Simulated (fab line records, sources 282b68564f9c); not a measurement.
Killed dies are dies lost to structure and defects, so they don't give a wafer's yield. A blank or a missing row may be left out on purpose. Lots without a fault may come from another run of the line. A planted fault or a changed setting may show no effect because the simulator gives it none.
Which tool did it? | flow rit_cmos | 14 lots, 42 wafers sampled, at 2 steps of a route of 202

WHAT THE GAUGES READ, wafer by wafer
The record holds no reading of a measuring or inspecting step that can be judged against a usual standard deviation.

WHICH TOOL RAN EACH LOT (tool, then ch and the chambers of the sampled wafers, then the start)
lot  | RIT_M1_STRIP_13                | RIT_M1_PROBE_99
L945 | wet_bench-04 ch 2, day 3 07:39 | prober-01, day 3 10:27
L946 | wet_bench-01 ch 3, day 3 13:39 | prober-01, day 3 15:47
L947 | wet_bench-01 ch 1, day 3 21:21 | prober-02, day 4 00:46
L949 | wet_bench-03 ch 1, day 4 03:41 | prober-02, day 4 06:01
L951 | wet_bench-01 ch 2, day 4 14:59 | prober-02, day 4 17:12
L952 | wet_bench-01 ch 2, day 4 23:44 | prober-01, day 5 02:51
L955 | wet_bench-01 ch 2, day 5 09:40 | prober-02, day 5 11:55
L960 | wet_bench-04 ch 2, day 6 12:42 | prober-01, day 6 15:21
L962 | wet_bench-04 ch 0, day 7 00:20 | prober-01, day 7 02:39
L964 | wet_bench-03 ch 3, day 7 08:34 | prober-01, day 7 10:40
L965 | wet_bench-01 ch 0, day 7 16:07 | prober-02, day 7 18:12
L966 | wet_bench-04 ch 0, day 7 18:30 | prober-01, day 7 20:55
L967 | wet_bench-01 ch 1, day 7 22:02 | prober-02, day 8 00:22
L968 | wet_bench-01 ch 1, day 8 03:57 | prober-01, day 8 06:15
- RIT_M1_STRIP_13: strips in nmp, time 600 s.
- RIT_M1_PROBE_99

WHAT THE TOOLS THEMSELVES READ (means of the sampled wafers that have a number; where no wafer has one, the mark that the record gives instead)
RIT_M1_STRIP_13.
lot  | tool         | run_length_s (s)
L945 | wet_bench-04 | 632
L946 | wet_bench-01 | 628
L947 | wet_bench-01 | 625
L949 | wet_bench-03 | 634
L951 | wet_bench-01 | 633
L952 | wet_bench-01 | 704
L955 | wet_bench-01 | 705
L960 | wet_bench-04 | 631
L962 | wet_bench-04 | 635
L964 | wet_bench-03 | 625
L965 | wet_bench-01 | 626
L966 | wet_bench-04 | 634
L967 | wet_bench-01 | 634
L968 | wet_bench-01 | 625

RIT_M1_PROBE_99.
lot  | tool      | defect_limited_yield (%) | killed_at_M0_to_M3 | killed_at_contacts | killed_at_front_end | killed_dies | killed_open | killed_short
L945 | prober-01 | 97.4                     | 0.0                | 0.0                | 7                   | 7           | 3.3         | 3.3
L946 | prober-01 | 97.0                     | 1.7                | 0.0                | 6                   | 8           | 2.7         | 3.7
L947 | prober-02 | 96.5                     | 0.0                | 0.0                | 9                   | 9           | 4.0         | 5.0
L949 | prober-02 | 97.7                     | 0.0                | 0.0                | 6                   | 6           | 4.3         | 1.7
L951 | prober-02 | 96.0                     | 0.0                | 0.0                | 11                  | 11          | 5.7         | 5.0
L952 | prober-01 | 97.1                     | 0.0                | 0.0                | 8                   | 8           | 3.7         | 4.0
L955 | prober-02 | 98.0                     | 0.0                | 0.0                | 5                   | 5           | 2.3         | 3.0
L960 | prober-01 | 97.2                     | 0.0                | 0.0                | 7                   | 7           | 4.0         | 3.3
L962 | prober-01 | 97.4                     | 0.0                | 0.0                | 7                   | 7           | 4.0         | 3.0
L964 | prober-01 | 96.9                     | 0.0                | 0.7                | 8                   | 8           | 3.7         | 4.7
L965 | prober-02 | 96.6                     | 0.0                | 0.7                | 8                   | 9           | 5.3         | 3.7
L966 | prober-01 | 97.8                     | 0.0                | 0.0                | 6                   | 6           | 3.3         | 2.3
L967 | prober-02 | 97.8                     | 0.0                | 0.0                | 6                   | 6           | 3.3         | 2.3
L968 | prober-01 | 97.7                     | 0.0                | 0.0                | 6                   | 6           | 3.3         | 2.7

THE ANSWER, worked out from the rows above alone
Rule: what is usual is taken from the lots themselves. Put in order of their means at a reading, lots are off if they are a third of the lots or fewer, leave a main group of 4 or more, and stand apart from it by a gap of 3 or more times the standard deviation of the main group's means; of several such gaps the widest counts. A main group whose means are all the same, to the digits that the tables above print for the reading, isn't used. A lot without any number at a reading at which 4 lots or more have one is off too. The other lots that the step has rows for count as sound. The gauges are gone through in route order, then the tools' own readings, and for those a lot's mean is taken as printed above. The first step at which some lot is off is used, and at that step the reading that is off furthest; a lot without a number counts as furthest.
Off: L952, L955, at RIT_M1_STRIP_13 (run_length_s). The main group: mean 630 s, standard deviation 3.9.
A tool fits if, at that step or a process step before it, it ran every lot that is off, and no sound lot after the first of them. None of those tried fits.

WHAT THE SIMULATOR HAD PUT IN
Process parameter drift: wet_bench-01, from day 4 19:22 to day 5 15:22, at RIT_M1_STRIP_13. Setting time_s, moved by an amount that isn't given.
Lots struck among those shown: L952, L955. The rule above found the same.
